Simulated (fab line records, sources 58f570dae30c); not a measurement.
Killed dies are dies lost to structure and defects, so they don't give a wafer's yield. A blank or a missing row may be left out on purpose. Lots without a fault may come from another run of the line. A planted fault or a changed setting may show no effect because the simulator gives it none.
Problem report in the 8D (eight disciplines) form, filled by code | flow berkeley_cmos170 | the parts of the form that need people (team, actions taken, sign-off) are left out

1. THE PROBLEM
chamber_pressure_mTorr at UCB170_PSD_STRIP_09 reads a mean of 4203 mTorr on 2 wafers of 2 lots; wafers without a fault read 3500 mTorr with a standard deviation of 3.1. That is +99 or more standard deviations from the usual mean.
The step: strips in O2.
First seen on wafer L521.2, day 8 04:12, on plasma_asher-01. The record holds 42 wafers of 14 lots with a number at this step. Rule for "out", or "out of limits": more than 4 standard deviations from the usual mean. The other wafers with a number count as sound.

2. WHAT IT IS AND WHAT IT IS NOT
question                    | is                     | is not
which readings at this step | chamber_pressure_mTorr | drypump_motor_current_A, strip_time_to_endpoint_s
which lots                  | L521, L522             | L514, L515, L516, L517, L518, L519, L520, L530, L531, L533, L535, L536
which wafers of those lots  | L521.2, L522.6         | L521.3, L521.5, L522.4, L522.5
read on which tools         | plasma_asher-01        | plasma_asher-03, plasma_asher-04
when                        | from day 8 04:12       | up to then (23 sound wafers); but 17 sound wafers of L522, L530, L531, L533, L535, L536 came after

3. SUSPECTS, AND WHAT RULES EACH OUT
Counting: a tool at a process step up to the reading stays a suspect if it ran every lot that is out. Sound lots after the first of them don't rule it out here, since some wafers of a struck lot are sound.
- plasma_asher-01 at UCB170_PSD_STRIP_09 (strips in O2): kept. It ran every lot that is out, first L521 (day 8 04:12); its last sound lot up to then is L517 (day 7 13:29). Its own readings are out on those wafers: chamber_pressure_mTorr.
- Within plasma_asher-01 at UCB170_PSD_STRIP_09: the wafers that are out ran in chamber 0; their sound lot-mates ran in chamber 1.
Left after counting: plasma_asher-01 at UCB170_PSD_STRIP_09.

4. THE CAUSE (what the simulator had put in)
Process parameter drift: plasma_asher-01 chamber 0, from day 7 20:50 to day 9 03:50, at UCB170_PSD_STRIP_09. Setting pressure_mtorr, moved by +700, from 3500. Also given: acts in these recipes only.
Counting left only this tool.

5. THE CHAIN OF EFFECTS, in route order
Each row: a reading whose mean over the struck wafers that have a number lies more than 3 standard deviations from the usual. Only readings for which the record gives a usual standard deviation are gone through. hours: the time from each lot's start at the first step in this table that gives one to its start at this step, as a median over the lots. sigmas: the change in usual standard deviations.
hours | step                | reading                | usual      | on struck wafers | change | sigmas
0     | UCB170_PSD_STRIP_09 | chamber_pressure_mTorr | 3500 mTorr | 4203             | +703   | +99 or more
The process steps in it:
- UCB170_PSD_STRIP_09: strips in O2.
Later measuring or inspecting steps at which every struck wafer that the step has a row for has a number for every such reading, and none has moved that far: UCB170_NSD_CD_MEAS_06.

6. WHAT WOULD HAVE CAUGHT IT SOONER
In this record the first reading out of limits was taken at day 8 04:12, 7 hours after the fault began at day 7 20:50.
